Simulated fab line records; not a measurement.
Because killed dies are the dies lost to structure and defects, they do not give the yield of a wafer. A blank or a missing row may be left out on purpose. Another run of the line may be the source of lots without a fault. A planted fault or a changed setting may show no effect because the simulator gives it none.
Code-filled problem report in 8D (eight disciplines) form + flow rit cmos + the parts of the form that need people (team, actions taken, sign-off) are left out

== 1. THE PROBLEM ==
Wafers without a fault read 34.56 W, standard deviation 0.049; heater power total W at RIT_PLDD_SOFTBAKE_02 reads a mean of 30.82 W on 6 wafers belonging to 2 lots. That is -76 standard deviations from the usual mean.
The step: time 60 s.
The first sign was on wafer L170.2 at day 6 19:14, on litho track-03. The record has a number at this step for 18 wafers belonging to 6 lots. Rule for "out", or "out of limits": more than 4 standard deviations from the usual mean. The rest of the wafers with a number are treated as sound.

== 2. WHAT IT IS, WHAT IT ISN'T ==
| question                    | is                                 | is not                                                             |
|-----------------------------|------------------------------------|--------------------------------------------------------------------|
| which readings at this step | heater power total W, plate temp C | -                                                                  |
| which lots                  | L170, L172                         | L157, L158, L164, L174                                             |
| which wafers of those lots  | all that have a number             | -                                                                  |
| read on which tools         | litho track-03                     | litho track-02                                                     |
| when                        | from day 6 19:14                   | up to then (9 sound wafers); but 3 sound wafers of L174 came after |

== 3. WHAT RULES OUT EACH SUSPECT ==
Counting: any tool at a process step up to the reading is kept as a suspect provided that every lot that is out went through it and no sound lot did after the first of them.
- plasma asher-02 at RIT_NLDD_STRIP_09 (strips in O2, time 180 s): kept. It processed each lot that is out, first L170 at day 6 18:41, and no sound lot thereafter; up to then, the last sound lot it processed was L158 at day 3 11:29.
- litho track-03 at RIT_PLDD_SOFTBAKE_02 (time 60 s): kept. It processed each lot that is out, first L170 at day 6 19:14, and no sound lot thereafter; up to then, the last sound lot it processed was L158 at day 3 12:08. Its own readings are out on those wafers: heater power total W, plate temp C.
After counting, plasma asher-02 at RIT_NLDD_STRIP_09 and litho track-03 at RIT_PLDD_SOFTBAKE_02 remain.

== 4. THE CAUSE (what the simulator had put in) ==
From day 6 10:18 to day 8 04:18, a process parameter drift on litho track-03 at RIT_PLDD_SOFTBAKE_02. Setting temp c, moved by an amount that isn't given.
Counting left 2 suspects, and this tool is among them.

== 5. SEQUENCE OF EFFECTS, ordered by route ==
Each row: a reading where the mean over the struck wafers with a number is more than 3 standard deviations away from the usual. Readings are gone through only where the record gives a usual standard deviation; hours: the median, over the lots, of the time from a lot's start at the first step in this table giving one to that lot's start at this step; sigmas: the change measured in usual standard deviations.
| hours | step                 | reading              | usual   | on struck wafers | change | sigmas |
|-------|----------------------|----------------------|---------|------------------|--------|--------|
| 0     | RIT_PLDD_SOFTBAKE_02 | heater power total W | 34.56 W | 30.82            | -3.74  | -76    |
| 0     | RIT_PLDD_SOFTBAKE_02 | plate temp C         | 89.98 C | 83.03            | -6.95  | -58    |
Here are the process steps it includes:
- RIT_PLDD_SOFTBAKE_02: time 60 s.
Later steps that measure or inspect, where all struck wafers having a row at the step show a number for every such reading and not one has moved that far: RIT_PLDD_OVL_MEAS_06.

== 6. WHAT WOULD HAVE CAUGHT IT SOONER ==
In this record no reading fell out of limits until day 6 19:14, 9 hours after the fault had begun at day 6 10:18.
